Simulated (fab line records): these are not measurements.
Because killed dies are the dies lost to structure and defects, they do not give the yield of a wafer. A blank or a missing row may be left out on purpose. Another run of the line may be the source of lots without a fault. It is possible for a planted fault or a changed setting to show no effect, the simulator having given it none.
fab line records | flow rit-cmos
record: lots: 6 wafers: 18 last-day: 7
route steps=202 shown CONTACT@172 M1@184
lots with no fault: from the same line, run without faults
start-h: hours from the record's first day to the start of the lot's first wafer shown | wait-h: how many hours have passed since the lot's step before this one | " the same as in the row above | L1.1+2: one row covering several wafers at once | - either no value or no given start | * or withheld: withheld | < > ~ a bound
route shown NAME@n: NAME is a module with steps in the file, n the number in the route of the first one | usual: mean/standard deviation taken from wafers without a fault | same: alike in all rows | chamber/n: place in a boat | sites: readings site by site | _std_site: the values' standard deviation | _edge_site: mean of outer sites minus mean of inner sites | radius-mm: for every site, how far away it sits from the centre of the wafer | mask NAME#n: copy n | behind: the most recent tool/chamber to have shaped the wafer | hold: cause of the lot's hold/its duration in hours/its outcome | device: whichever transistor did not switch (one of n, p or np) | end of line: at the end of the route, the tests of the same wafers | for a step that has no rows: nothing shown but its recipe | killed: dies lost to structure and defects at the first sort, not the wafer's yield | map: shows each die of a wafer: x if killed, . if not, _ if none is there
set.NAME: the setting that was run; set.NAME@STEP: the one run at that earlier step | model.NAME: the simulator's own value behind a step, which no gauge read
lots seen at some steps along the route; tables by step, rows by wafer
services: the hour from which a tool's chamber was out of use, counted from the record's first day as start-h (under 0 if before that day), plus the number of hours and why
== steps ==
step: RIT_CONTACT_SOFTBAKE_04
recipe: resist: NOVOLAK temp-c: 90 time-s: 60
step: RIT_CONTACT_EXPOSE_05
recipe: mask-id: M11 na: 0.6 source-shape: conventional sigma-outer: 0.5 target-cd-nm: 1000 dose-mj: 250
step: RIT_CONTACT_PEB_06
recipe: resist: NOVOLAK temp-c: withheld time-s: withheld
step: RIT_CONTACT_DEVELOP_07
recipe: resist: NOVOLAK develop-time-s: 120 dev-temp-c: 23
step: RIT_CONTACT_CD_MEAS_08
recipe: target-cd-nm: 1000
usual: cd-nm: 1000.1/1.9
columns lot.wafer tool chamber start-h wait-h cd-nm
L833.1 cd-sem-01 - 58.23 - 1001.1
L833.3 " - " " 1001.8
L833.4 " - " " 1001.8
L836.1 cd-sem-01 - 72.42 - 1003.8
L836.3 " - " " 1001.2
L836.4 " - " " 1001.7
L838.1 cd-sem-01 - 83.75 - 999.3
L838.2 " - " " 999.2
L838.5 " - " " 999.4
L848.3 cd-sem-01 - 137.44 - 999.2
L848.4 " - " " 1001.8
L848.6 " - " " 1000.8
L849.1 cd-sem-01 - 141.09 - 999.4
L849.4 " - " " 999.0
L849.6 " - " " 1000.5
L854.1 cd-sem-01 - 162.69 - 999.1
L854.5 " - " " 996.7
L854.6 " - " " 998.3
step: RIT_CONTACT_OVL_MEAS_09
usual: CONTACT_OVL: 0.7/1.1
columns lot.wafer tool chamber start-h wait-h CONTACT_OVL[nm]
L833.1 overlay-02 - 58.35 0.1 2.4
L833.3 " - " " -0.1
L833.4 " - " " 2.9
L836.1 overlay-01 - 72.54 0.1 1.8
L836.3 " - " " 1.4
L836.4 " - " " 1.4
L838.1 overlay-02 - 83.87 0.1 1.2
L838.2 " - " " -0.2
L838.5 " - " " -0.2
L848.3 overlay-01 - 137.53 0.1 0.9
L848.4 " - " " -2.4
L848.6 " - " " 0.1
L849.1 overlay-01 - 141.21 0.1 -0.7
L849.4 " - " " 0.5
L849.6 " - " " -0.6
L854.1 overlay-01 - 162.81 0.1 0.4
L854.5 " - " " 1.9
L854.6 " - " " 2.1
step: RIT_CONTACT_HARDBAKE_10
recipe: resist: NOVOLAK temp-c: 140 time-s: 60
step: RIT_CONTACT_ETCH_11
recipe: target-depth-a: 4800 over-etch-frac: 0.2 stop-on: TiSi2 chemistry: CHF3/CF4/Ar target: SiO2 CHF3_flow_sccm: 50 cf4-flow-sccm: 10 Ar_flow_sccm: 100 O2_flow_sccm: 5 pressure-mtorr: 100 rf-w: 205.5 time-s: 320
usual: drypump-motor-current-A: 5.8/0.58 oes-product-au: 0.987/0.018 throttle-valve-pct: 8.85/0.11
columns lot.wafer tool chamber start-h wait-h drypump-motor-current-A oes-product-au rf-hours-counter-h throttle-valve-pct
L833.1 rie-diel-01 0 58.54 0.1 5.2 0.994 158 8.79
L833.3 " 1 " " 6.7 0.972 17 8.85
L833.4 " 2 " " 5.2 0.956 18 8.89
L836.1 rie-diel-01 3 72.72 0.1 6.5 1.017 23 8.74
L836.3 " 2 " " 5.2 0.949 18 8.88
L836.4 " 0 " " 5.2 0.995 158 8.78
L838.1 rie-diel-01 1 84.05 0.1 6.6 0.975 18 8.84
L838.2 " 0 " " 5.2 0.996 158 8.79
L838.5 " 0 " " 5.2 1.004 - 8.79
L848.3 rie-diel-03 0 137.70 0.1 5.5 1.008 32 9.04
L848.4 " 1 " " 6.0 0.985 2 8.77
L848.6 " 0 " " 5.6 1.002 - 9.03
L849.1 rie-diel-01 0 141.39 0.1 5.1 0.981 0 8.81
L849.4 " 2 " " 5.2 0.959 19 8.90
L849.6 " 0 " " 5.1 0.992 - 8.81
L854.1 rie-diel-01 2 163.00 0.1 5.2 0.958 20 8.87
L854.5 " 3 " " 6.5 1.020 - 8.73
L854.6 " 0 " " 5.1 0.986 - 8.80
step: RIT_CONTACT_STRIP_12
recipe: chemistry: O2 time-s: 180 resist: NOVOLAK platen-temp-c: withheld power-w: 500 pressure-mtorr: 4000 o2-flow-sccm: 4000
usual: drypump-motor-current-A: 5.8/0.66
columns lot.wafer tool chamber start-h wait-h drypump-motor-current-A rf-hours-counter-h
L833.1 plasma-asher-03 1 58.74 0.1 4.9 40
L833.3 " 0 " " 6.1 -
L833.4 " 1 " " 4.9 -
L836.1 plasma-asher-03 0 72.92 0.1 6.2 41
L836.3 " 0 " " 6.2 -
L836.4 " 1 " " 4.9 -
L838.1 plasma-asher-03 1 84.25 0.1 4.9 43
L838.2 " 0 " " 6.2 43
L838.5 " 1 " " 4.9 -
L848.3 plasma-asher-03 1 137.96 0.2 4.9 -
L848.4 " 0 " " 6.2 -
L848.6 " 0 " " 6.2 -
L849.1 plasma-asher-04 1 141.59 0.1 5.2 3
L849.4 " 1 " " 5.1 -
L849.6 " 0 " " 6.3 -
L854.1 plasma-asher-02 0 163.19 0.1 6.1 37
L854.5 " 1 " " 6.6 -
L854.6 " 0 " " 6.2 -
step: RIT_CONTACT_CD_MEAS_90
recipe: target-cd-nm: 1000
usual: cd-nm: 1000.3/1.9
columns lot.wafer tool chamber start-h wait-h cd-nm
L833.1 cd-sem-02 - 58.91 0.1 1000.9
L833.3 " - " " 1002.3
L833.4 " - " " 1002.0
L836.1 cd-sem-02 - 73.09 0.1 1004.6
L836.3 " - " " 1001.5
L836.4 " - " " 1002.4
L838.1 cd-sem-02 - 84.42 0.1 1000.0
L838.2 " - " " 999.5
L838.5 " - " " 999.4
L848.3 cd-sem-02 - 138.11 0.1 998.8
L848.4 " - " " 1001.6
L848.6 " - " " 1000.8
L849.1 cd-sem-02 - 141.76 0.1 999.4
L849.4 " - " " 999.3
L849.6 " - " " 1000.7
L854.1 cd-sem-02 - 163.36 0.1 998.9
L854.5 " - " " 997.2
L854.6 " - " " 998.8
step: RIT_CONTACT_CLEAN_13
recipe: chemistry: SC1 mix: 3:3:50 time-s: 600 temp-c: 75
step: RIT_CONTACT_CLEAN_14
recipe: chemistry: SC2 mix: 3:3:50 time-s: 600 temp-c: 75 dry: n2-spin
step: RIT_M1_SPUTTER_00
recipe: material: Al target-thk-nm: 400 power-w: 2000 chamber-pressure-pa: 0.4 gas: Ar time-s: 500 substrate-temp-c: 25
usual: throttle-valve-pct: 30.3/1.2
columns lot.wafer tool chamber start-h wait-h throttle-valve-pct model.Al_of_M1_SPUTTER_00.thk-nm
L833.1 pvd-sputter-04 - 59.59 0.0 30.5 397.2
L833.3 " - " " 28.2 396.4
L833.4 " - " " 30.1 400.2
L836.1 pvd-sputter-03 - 73.77 0.0 31.6 403
L836.3 " - " " 29.7 403.2
L836.4 " - " " 28.2 408.4
L838.1 pvd-sputter-03 - 85.07 0.0 28.0 402.7
L838.2 " - " " 30.1 397.5
L838.5 " - " " 31.7 393.7
L848.3 pvd-sputter-03 - 138.72 0.0 29.8 446.2
L848.4 " - " " 28.0 452.5
L848.6 " - " " 28.1 456.3
L849.1 pvd-sputter-02 - 142.41 0.0 29.9 405.6
L849.4 " - " " 29.8 398.4
L849.6 " - " " 30.2 397.2
L854.1 pvd-sputter-03 - 164.03 0.0 28.1 456.1
L854.5 " - " " 30.0 447.2
L854.6 " - " " 31.5 446.2
step: RIT_M1_RS_MEAS_01
recipe: thk-meas-gauge: four-point-probe reads: Al_of_M1_SPUTTER_00
usual: M1_AL_RS: 0.0735/0.00098
columns lot.wafer tool chamber start-h wait-h M1_AL_RS[ohm/sq]
L833.1 film-metro-04 - 59.88 0.1 0.0740
L833.3 " - " " 0.0741
L833.4 " - " " 0.0735
L836.1 film-metro-04 - 74.06 0.1 0.0731
L836.3 " - " " 0.0729
L836.4 " - " " 0.0719
L838.1 film-metro-03 - 85.36 0.1 0.0730
L838.2 " - " " 0.0740
L838.5 " - " " 0.0747
L848.3 film-metro-02 - 139.05 0.2 0.0656
L848.4 " - " " 0.0647
L848.6 " - " " 0.0641
L849.1 film-metro-03 - 142.70 0.1 0.0725
L849.4 " - " " 0.0736
L849.6 " - " " 0.0740
L854.1 film-metro-04 - 164.32 0.1 0.0643
L854.5 " - " " 0.0658
L854.6 " - " " 0.0657
step: RIT_M1_THK_MEAS_02
recipe: thk-meas-gauge: xrf reads: Al_of_M1_SPUTTER_00
usual: M1_AL_THK: 407/5.9
columns lot.wafer tool chamber start-h wait-h M1_AL_THK[nm]
L833.1 film-metro-04 - 60.00 0.1 406
L833.3 " - " " 405
L833.4 " - " " 410
L836.1 film-metro-04 - 74.18 0.1 410
L836.3 " - " " 412
L836.4 " - " " 420
L838.1 film-metro-03 - 85.48 0.1 408
L838.2 " - " " 403
L838.5 " - " " 399
L848.3 film-metro-02 - 139.15 0.1 454
L848.4 " - " " 457
L848.6 " - " " 465
L849.1 film-metro-03 - 142.82 0.1 412
L849.4 " - " " 404
L849.6 " - " " 400
L854.1 film-metro-04 - 164.44 0.1 469
L854.5 " - " " 458
L854.6 " - " " 454
step: RIT_M1_HMDS_03
recipe: prime-time-s: 60 prime-temp-c: 140
step: RIT_M1_COAT_04
recipe: resist: NOVOLAK spin-rpm: 2000 resist-thk-nm: 1300
step: RIT_M1_SOFTBAKE_05
recipe: resist: NOVOLAK temp-c: 90 time-s: 60
step: RIT_M1_EXPOSE_06
recipe: mask-id: M12 na: 0.6 source-shape: conventional sigma-outer: 0.5 target-cd-nm: 2600 dose-mj: 250
step: RIT_M1_PEB_07
recipe: resist: NOVOLAK temp-c: withheld time-s: withheld
step: RIT_M1_DEVELOP_08
recipe: resist: NOVOLAK develop-time-s: 68 dev-temp-c: 23
step: RIT_M1_CD_MEAS_09
recipe: target-cd-nm: 2600
usual: cd-nm: 2600.4/2.5
columns lot.wafer tool chamber start-h wait-h cd-nm
L833.1 cd-sem-01 - 61.08 - 2598.0
L833.3 " - " " 2600.2
L833.4 " - " " 2598.3
L836.1 cd-sem-01 - 75.12 - 2597.1
L836.3 " - " " 2597.7
L836.4 " - " " 2595.7
L838.1 cd-sem-01 - 86.42 - 2597.5
L838.2 " - " " 2597.3
L838.5 " - " " 2598.1
L848.3 cd-sem-02 - 140.27 - 2596.3
L848.4 " - " " 2596.1
L848.6 " - " " 2598.2
L849.1 cd-sem-01 - 143.76 - 2597.4
L849.4 " - " " 2596.2
L849.6 " - " " 2598.7
L854.1 cd-sem-02 - 165.47 - 2603.7
L854.5 " - " " 2602.9
L854.6 " - " " 2605.2
step: RIT_M1_OVL_MEAS_10
usual: M1_OVL: 1.0/1.4
columns lot.wafer tool chamber start-h wait-h M1_OVL[nm]
L833.1 overlay-01 - 61.20 0.1 -2.5
L833.3 " - " " -2.2
L833.4 " - " " -2.3
L836.1 overlay-02 - 75.24 0.1 1.3
L836.3 " - " " 2.2
L836.4 " - " " 0.4
L838.1 overlay-01 - 86.54 0.1 1.3
L838.2 " - " " 1.7
L838.5 " - " " 1.4
L848.3 overlay-02 - 140.36 0.1 1.0
L848.4 " - " " 0.8
L848.6 " - " " 0.6
L849.1 overlay-02 - 143.88 0.1 0.7
L849.4 " - " " 0.5
L849.6 " - " " 0.5
L854.1 overlay-01 - 165.59 0.1 -1.1
L854.5 " - " " -1.2
L854.6 " - " " -0.5
step: RIT_M1_HARDBAKE_11
recipe: resist: NOVOLAK temp-c: 140 time-s: 120
step: RIT_M1_METAL_ETCH_12
recipe: stop-on: SiO2 chemistry: Cl2/BCl3 target: Al time-s: 165 over-etch-frac: 0.5 pressure-mtorr: 100 target-depth-a: 6000 rf-w: 246.2 Cl2_flow_sccm: 60 bcl3-flow-sccm: 50
usual: drypump-motor-current-A: 5.4/0.49 oes-product-au: 0.773/0.012 throttle-valve-pct: 8.24/0.18
columns lot.wafer tool chamber start-h wait-h drypump-motor-current-A oes-product-au rf-hours-counter-h throttle-valve-pct
L833.1 rie-metal-02 0 61.48 0.2 4.8 0.767 1 8.06
L833.3 " 0 " " 4.8 0.761 - 8.04
L833.4 " 1 " " 5.9 0.749 - 8.38
L836.1 rie-metal-02 0 75.53 0.2 4.8 0.782 1 8.05
L836.3 " 0 " " 4.8 0.775 - 8.06
L836.4 " 1 " " 5.9 0.764 - 8.39
L838.1 rie-metal-03 1 86.83 0.2 5.0 0.772 3 8.47
L838.2 " 0 " " 5.8 0.774 3 8.01
L838.5 " 0 " " 5.8 0.770 - 8.00
L848.3 rie-metal-02 1 140.69 0.2 5.9 0.810 - 8.40
L848.4 " 0 " " 4.8 0.835 - 8.05
L848.6 " 1 " " 5.9 0.819 - 8.39
L849.1 rie-metal-03 1 144.17 0.2 4.9 0.767 3 8.48
L849.4 " 0 " " 5.8 0.776 - 8.01
L849.6 " 0 " " 5.8 0.772 - 8.01
L854.1 rie-metal-03 1 165.88 0.2 4.9 0.830 4 8.48
L854.5 " 0 " " 5.8 0.820 - 8.01
L854.6 " 1 " " 4.9 0.819 - 8.46
step: RIT_M1_STRIP_13
recipe: chemistry: nmp resist: NOVOLAK temp-c: 80 time-s: 600 dry: n2-spin
step: RIT_M1_PROBE_99
usual: defect-limited-yield: 97.3/1.2 killed_at_M0_to_M3: 0.1/0.34 killed-at-contacts: 0.1/0.26 killed-at-front-end: 7/3.1 killed-dies: 7/3.1 killed-open: 3.5/1.9 killed-short: 3.4/2.1 sort_bin_3_pad_short: 0.2/0.27 sort_bin_5_function: 1.5/0.79 sort_bin_6_memory: 1.0/0.63 sort-n-pass: 257/3.1 sort-yield-pct: 97.3/1.2
same: gross-dies: 264 killed_at_M4_up: 0 killed-at-back-side: 0 killed-at-other: 0
columns lot.wafer tool chamber start-h wait-h defect-limited-yield[%] killed_at_M0_to_M3 killed-at-contacts killed-at-front-end killed-dies killed-open killed-short sort_bin_3_pad_short[%] sort_bin_5_function[%] sort_bin_6_memory[%] sort-n-pass sort-yield-pct[%] model.etest.m1.rs-ohm-sq
L833.1 prober-01 - 63.74 0.1 99.2 0 0 2 2 0 2 0 0.4 0.4 262 99.2 0.07276
L833.3 prober-01 - 63.84 0.2 97.3 0 0 7 7 5 2 0 2.3 0.4 257 97.3 0.07339
L833.4 prober-01 - 63.89 0.2 96.6 1 0 8 9 5 3 0.4 1.5 1.5 255 96.6 0.07245
L836.1 prober-02 - 77.96 0.1 97.3 0 0 7 7 3 4 0 1.9 0.8 257 97.3 0.0717
L836.3 prober-02 - 78.06 0.2 95.5 0 0 12 12 4 8 0.8 2.3 1.5 252 95.5 0.07185
L836.4 prober-02 - 78.11 0.2 95.1 0 0 13 13 7 6 0.4 2.7 1.9 251 95.1 0.07082
L838.1 prober-02 - 89.10 0.1 95.8 0 0 11 11 8 3 0.4 2.7 1.1 253 95.8 0.07198
L838.2 prober-02 - 89.15 0.1 97.7 0 0 6 6 2 4 0.4 1.5 0.4 258 97.7 0.07275
L838.5 prober-02 - 89.30 0.2 97.7 0 0 6 6 3 3 0.4 0.8 1.1 258 97.7 0.07366
L848.3 prober-02 - 142.99 0.2 97.7 0 0 6 6 2 4 0 1.1 1.1 258 97.7 0.06486
L848.4 prober-02 - 143.04 0.2 96.6 0 0 9 9 2 7 0.8 1.5 1.1 255 96.6 0.06418
L848.6 prober-02 - 143.14 0.2 95.8 0 1 10 11 6 5 0.4 3.0 0.8 253 95.8 0.06292
L849.1 prober-01 - 146.60 0.1 97.0 0 0 8 8 5 3 0.4 2.3 0.4 256 97.0 0.07134
L849.4 prober-01 - 146.75 0.2 98.5 0 0 4 4 4 0 0 0.8 0.8 260 98.5 0.07293
L849.6 prober-01 - 146.85 0.2 96.6 0 0 9 9 2 7 0 1.5 1.9 255 96.6 0.07266
L854.1 prober-02 - 168.31 0.1 97.0 1 0 7 8 5 3 0.4 2.7 0 256 97.0 0.06357
L854.5 prober-02 - 168.51 0.2 98.5 0 0 4 4 3 1 0 1.1 0.4 260 98.5 0.06474
L854.6 prober-02 - 168.56 0.2 97.3 0 0 7 7 4 3 0 1.5 1.1 257 97.3 0.06511
killed by level:class
L833.1 GATE:geometric-particle:short=1 REOX:geometric-particle:short=1
L833.3 GATE:geometric-particle:open=2 FOX2:geometric-particle:open=1 FOX2:geometric-particle:short=1 GATE:geometric-particle:short=1 REOX:geometric-particle:open=1 SPACER:geometric-particle:open=1
L833.4 REOX:geometric-particle:open=2 SPACER:geometric-particle:open=2 FOX1:geometric-particle:short=1 M1:coat-microbubble-printed=1 FOX2:geometric-particle:open=1 GATE:geometric-particle:short=1 REOX:geometric-particle:short=1
L836.1 FOX2:geometric-particle:open=2 FOX1:geometric-particle:short=1 FOX2:geometric-particle:short=1 GATE:geometric-particle:open=1 GATE:geometric-particle:short=1 SPACER:geometric-particle:short=1
L836.3 FOX2:geometric-particle:short=2 SPACER:geometric-particle:open=2 SPACER:geometric-particle:short=2 SILICIDE:geometric-particle:short=2 FOX1:geometric-particle:short=1 FOX2:geometric-particle:open=1 GATE:geometric-particle:short=1 SILICIDE:geometric-particle:open=1
L836.4 FOX2:geometric-particle:open=3 GATE:geometric-particle:open=3 FOX2:geometric-particle:short=2 GATE:geometric-particle:short=2 FOX1:geometric-particle:short=1 FOX1:geometric-particle:open=1 REOX:geometric-particle:short=1
L838.1 GATE:geometric-particle:open=5 FOX1:geometric-particle:open=2 REOX:geometric-particle:short=2 FOX1:geometric-particle:short=1 REOX:geometric-particle:open=1
L838.2 REOX:geometric-particle:short=2 FOX1:geometric-particle:short=1 GATE:geometric-particle:short=1 REOX:geometric-particle:open=1 SILICIDE:geometric-particle:open=1
L838.5 REOX:geometric-particle:short=2 FOX1:geometric-particle:open=1 FOX2:geometric-particle:open=1 GATE:geometric-particle:open=1 GATE:geometric-particle:short=1
L848.3 GATE:geometric-particle:short=2 GATE:geometric-particle:open=1 REOX:geometric-particle:short=1 REOX:geometric-particle:open=1 SILICIDE:geometric-particle:short=1
L848.4 REOX:geometric-particle:short=4 GATE:geometric-particle:short=3 SILICIDE:geometric-particle:open=2
L848.6 GATE:geometric-particle:short=4 GATE:geometric-particle:open=4 FOX1:geometric-particle:short=1 FOX1:geometric-particle:open=1 CONTACT:geometric-particle:open=1
L849.1 GATE:geometric-particle:open=2 REOX:geometric-particle:short=2 ACTIVE:geometric-particle:open=1 GATE:geometric-particle:short=1 SPACER:geometric-particle:open=1 SILICIDE:geometric-particle:open=1
L849.4 GATE:geometric-particle:open=3 SPACER:geometric-particle:open=1
L849.6 SPACER:geometric-particle:short=3 GATE:geometric-particle:short=2 GATE:geometric-particle:open=1 REOX:geometric-particle:short=1 SILICIDE:geometric-particle:open=1 SILICIDE:geometric-particle:short=1
L854.1 SPACER:geometric-particle:open=4 FOX2:geometric-particle:open=1 FOX2:geometric-particle:short=1 GATE:geometric-particle:short=1 M1:geometric-particle:short=1
L854.5 GATE:geometric-particle:short=1 REOX:geometric-particle:open=1 SPACER:geometric-particle:open=1 SILICIDE:geometric-particle:open=1
L854.6 GATE:geometric-particle:short=2 GATE:geometric-particle:open=2 FOX1:geometric-particle:short=1 FOX1:geometric-particle:open=1 REOX:geometric-particle:open=1
== services ==
columns tool chamber start-h hours kind
plasma-asher-02 - 38.91 14.6 pm
rie-diel-01 - 39.73 0.3 repair
rie-metal-03 1 51.20 18.5 repair
rie-diel-03 0 63.11 2.6 repair
rie-diel-03 2 97.12 7.6 repair
pvd-sputter-04 - 97.90 2.4 repair
pvd-sputter-04 - 100.49 1.0 repair
plasma-asher-04 - 101.70 3.8 repair
rie-diel-03 1 102.63 6.6 repair
rie-metal-03 - 105.44 2.8 pm
rie-diel-01 0 106.33 - clean
rie-diel-01 0 106.33 22.8 scheduled-down
rie-diel-01 0 106.33 22.8 vent-cycle
plasma-asher-04 - 108.75 9.0 pm
plasma-asher-04 0 108.75 9.0 vent-cycle
plasma-asher-04 1 108.75 9.0 vent-cycle
plasma-asher-04 0 117.75 - clean
plasma-asher-04 1 117.75 - clean
rie-diel-03 2 139.12 8.5 repair
rie-diel-03 3 160.43 - clean
plasma-asher-03 - 160.65 8.0 repair
== key ==
first-sign: step: RIT_M1_RS_MEAS_01 reading: M1_AL_RS direction: down sigmas: 8.6 usual: 0.0735 struck: 0.0650
effect: step: RIT_M1_THK_MEAS_02 reading: M1_AL_THK direction: up sigmas: 8.8 usual: 407 struck: 460
effect: step: RIT_M1_METAL_ETCH_12 reading: oes-product-au direction: up sigmas: 3.9 usual: 0.773 struck: 0.822
model-effect: step: RIT_M1_SPUTTER_00 value: Al_of_M1_SPUTTER_00.thk-nm without: 402.7 struck: 450.7
model-effect: step: RIT_M1_PROBE_99 value: etest.m1.rs-ohm-sq without: 0.0719 struck: 0.06423
met-at RIT_M1_SPUTTER_00
struck-wafers L848.3,L848.4,L848.6,L854.1,L854.5,L854.6
onset-between 85.07 138.72
fault: kind: process-parameter-drift tool: pvd-sputter-03 chamber: - onset-h: 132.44 steps: RIT_M1_SPUTTER_00 channel: target-thk-nm offset: 48 shape: step end-h: 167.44 acts-in: these-recipes-only stated: 400
